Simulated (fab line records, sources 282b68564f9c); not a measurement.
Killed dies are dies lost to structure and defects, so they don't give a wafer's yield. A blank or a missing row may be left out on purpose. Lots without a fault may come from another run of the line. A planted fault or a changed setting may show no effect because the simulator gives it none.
Which tool did it? | flow rit_cmos | 7 lots, 21 wafers sampled, at 3 steps of a route of 202

WHAT THE GAUGES READ, wafer by wafer
RIT_NRETRO_TW_MEAS_10.
lot  | measured    | on            | NRETRO_TW
L647 | day 2 14:57 | film_metro-03 | 1033 1035 1032
L649 | day 2 21:06 | film_metro-04 | 1046 1048 1042
L651 | day 3 07:53 | film_metro-03 | 1036 1032 1032
L658 | day 4 17:46 | film_metro-04 | 992 985 985
L662 | day 5 14:29 | film_metro-01 | 1028 1019 1021
L666 | day 6 11:13 | film_metro-01 | 1021 1023 1028
L669 | day 7 00:23 | film_metro-01 | 1031 1028 1027

WHICH TOOL RAN EACH LOT (tool, then ch and the chambers of the sampled wafers, then the start)
lot  | RIT_NWELL_STRIP_09                  | RIT_NRETRO_IMPLANT_08
L647 | plasma_asher-03 ch 0,1, day 2 04:35 | implanter-04 ch 0, day 2 14:38
L649 | plasma_asher-03 ch 0,1, day 2 12:04 | implanter-04 ch 0, day 2 20:47
L651 | plasma_asher-01 ch 0,1, day 2 21:53 | implanter-02 ch 0, day 3 07:35
L658 | plasma_asher-03 ch 0,1, day 4 08:42 | implanter-03 ch 0, day 4 17:28
L662 | plasma_asher-04 ch 0,1, day 5 05:38 | implanter-04 ch 0, day 5 14:10
L666 | plasma_asher-03 ch 0,1, day 6 01:29 | implanter-02 ch 0, day 6 10:53
L669 | plasma_asher-03 ch 0,1, day 6 15:41 | implanter-04 ch 0, day 7 00:05
- RIT_NWELL_STRIP_09: strips in O2, time 180 s.
- RIT_NRETRO_IMPLANT_08

THE ANSWER, worked out from the rows above alone
Rule: what is usual is taken from the lots themselves. Put in order of their means at a reading, lots are off if they are a third of the lots or fewer, leave a main group of 4 or more, and stand apart from it by a gap of 3 or more times the standard deviation of the main group's means; of several such gaps the widest counts. A main group whose means are all the same, to the digits that the tables above print for the reading, isn't used. A lot without any number at a reading at which 4 lots or more have one is off too. The other lots that the step has rows for count as sound.
Off: L658, at RIT_NRETRO_TW_MEAS_10 (NRETRO_TW). The main group: mean 1031, standard deviation 7.5.
A tool fits if, at a process step before that reading, it ran every lot that is off, and no sound lot after the first of them. The gauges at RIT_NRETRO_TW_MEAS_10 are tried like those tools. Can't be told from this: 2 tools fit, implanter-03 at RIT_NRETRO_IMPLANT_08, film_metro-04 at RIT_NRETRO_TW_MEAS_10.

WHAT THE SIMULATOR HAD PUT IN
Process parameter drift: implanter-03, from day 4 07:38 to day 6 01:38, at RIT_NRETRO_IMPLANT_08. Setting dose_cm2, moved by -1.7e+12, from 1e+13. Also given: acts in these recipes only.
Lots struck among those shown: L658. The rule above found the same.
